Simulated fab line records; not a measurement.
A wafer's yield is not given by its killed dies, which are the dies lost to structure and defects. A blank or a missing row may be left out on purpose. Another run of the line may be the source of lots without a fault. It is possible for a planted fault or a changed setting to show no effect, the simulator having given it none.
A single fault, viewed from 2 desks | flow ritCmos | each desk has only its own numbers; what lay behind them comes last

## FROM THE METROLOGY DESK
What the gauges read for every lot (on any tool): the sampled wafers with a number, averaged. Any lot whose mean is over 4 standard deviations away from the usual mean is out of limits and marked OUT; that distance is given in the brackets.
Columns: A = SILICIDE_TI_RS at RIT_SILICIDE_RS_MEAS_02, usual 47.8 ohm/sq; B = SILICIDE_TI_THK at RIT_SILICIDE_THK_MEAS_03, usual 30.6 nm
lot  | first seen here | A               | B
L235 | day 3 13:26     | 47.7            | 30.4
L236 | day 3 17:44     | 47.9            | 30.3
L237 | day 3 22:51     | 48.0            | 30.3
L238 | day 4 04:56     | 48.0            | 30.8
L239 | day 4 11:37     | 48.2            | 30.7
L240 | day 4 14:02     | 49.0            | 29.7
L243 | day 5 02:23     | 47.6            | 30.9
L244 | day 5 06:50     | 53.4 (+9.3) OUT | 28.8 (-4.8) OUT
L251 | day 6 16:40     | 48.5            | 30.5
L253 | day 7 02:19     | 47.7            | 30.6
L255 | day 7 10:38     | 48.6            | 30.6
L257 | day 8 00:28     | 47.8            | 30.9
This desk finds L244 out of limits, with the earliest case on L244 at day 5 06:50 (SILICIDE_TI_RS at RIT_SILICIDE_RS_MEAS_02). L235, L236, L237, L238, L239, L240, L243, L251, L253, L255, L257: within limits.

## DESK OF THE TOOL OWNER: pvdSputter-03
The tool's own readings at RIT_SILICIDE_SPUTTER_01 (material Ti, target thk 30 nm, time 240 s): means of the sampled wafers that have a number, for each lot that ran on this tool. Any lot whose mean is over 4 standard deviations away from the usual mean is out of limits and marked OUT; that distance is given in the brackets.
Columns: A = throttleValvePct at RIT_SILICIDE_SPUTTER_01, usual 29.7 %
lot  | first seen here | A
L236 | day 3 17:35     | 29.6
L238 | day 4 04:46     | 29.1
L240 | day 4 13:49     | 29.2
L244 | day 5 06:41     | 29.6
This desk's verdict: no lot among the 4 shows anything out of limits.

## ALL TOGETHER
The metrology desk could have raised an alarm at day 5 06:50, on L244.
The tool owner's desk saw nothing out of limits.
Tool owner's desk: L244 on record, inside its limits.
RIT_SILICIDE_SPUTTER_01 was run on pvdSputter-03 by each of the lots named.

## WHAT THE SIMULATOR HAD PUT IN
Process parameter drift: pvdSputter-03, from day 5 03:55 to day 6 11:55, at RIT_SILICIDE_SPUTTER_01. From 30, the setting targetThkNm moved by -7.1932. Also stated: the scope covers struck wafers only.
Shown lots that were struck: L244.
Per desk, hours elapsed from the start of the fault to the first reading out of limits: for the metrology desk, 3.
